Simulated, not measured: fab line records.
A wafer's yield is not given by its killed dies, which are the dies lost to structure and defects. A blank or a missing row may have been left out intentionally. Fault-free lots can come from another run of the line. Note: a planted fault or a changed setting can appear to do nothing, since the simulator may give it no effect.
What tool caused it? + flow berkeleyCmos170 + 7 lots with 21 wafers sampled at 2 steps, on a route of 331 steps

WHAT THE GAUGES SHOWED, per wafer
UCB170_V2_THK_MEAS_04.
| lot  | measured     | on           | V2_POLISHED_THK (nm) |
|------|--------------|--------------|----------------------|
| L466 | day 9 09:48  | filmMetro-03 | 1001.6 1001.2 1000.1 |
| L465 | day 9 12:09  | filmMetro-04 | 998.1 999.5 998.1    |
| L469 | day 9 12:46  | filmMetro-01 | 749.4 749.3 749.8    |
| L470 | day 9 23:27  | filmMetro-03 | 749.4 749.0 751.1    |
| L480 | day 12 15:05 | filmMetro-04 | 1001.5 998.5 998.9   |
| L483 | day 13 16:04 | filmMetro-04 | 1000.5 999.2 1002.6  |
| L484 | day 13 20:17 | filmMetro-04 | 998.8 1001.6 1000.4  |

WHAT TOOL EACH LOT RAN ON (gives the tool, then ch and the chambers of the sampled wafers, and finally the start)
| lot  | UCB170_V2_CMP_02              |
|------|-------------------------------|
| L466 | cmp-02 ch 0,1,2, day 9 09:23  |
| L465 | cmp-01 ch 0,2,3, day 9 11:44  |
| L469 | cmp-01 ch 2,3, day 9 12:23    |
| L470 | cmp-01 ch 0,1,2, day 9 23:10  |
| L480 | cmp-02 ch 0,1, day 12 14:40   |
| L483 | cmp-01 ch 0,1,2, day 13 15:38 |
| L484 | cmp-02 ch 0,1, day 13 19:52   |
- UCB170_V2_CMP_02: polishes SiO2.

THE ANSWER, worked out from the rows above alone
Rule: the lots themselves supply what counts as usual. Put in order of their means at a reading, lots are off if they are a third of the lots or fewer, leave a main group of 4 or more, and stand apart from it by a gap of 3 or more times the standard deviation of the main group's means; of several such gaps the widest counts. If all means in a main group match to the digits the tables above print for the reading, that group is not used. Also off: a lot with no number at a reading for which 4 or more lots have one. The other lots that the step has rows for count as sound.
Off: L469, L470, seen at UCB170_V2_THK_MEAS_04 (V2_POLISHED_THK). Main group: mean 1000.0 nm, sd 0.87.
If a tool, at a process step before that reading, ran all the lots that are off and no sound lot after the first of them, it fits. Those tools and the gauges at UCB170_V2_THK_MEAS_04 are tried in the same way. No candidate that was tried fits.

WHAT WAS PUT IN BY THE SIMULATOR
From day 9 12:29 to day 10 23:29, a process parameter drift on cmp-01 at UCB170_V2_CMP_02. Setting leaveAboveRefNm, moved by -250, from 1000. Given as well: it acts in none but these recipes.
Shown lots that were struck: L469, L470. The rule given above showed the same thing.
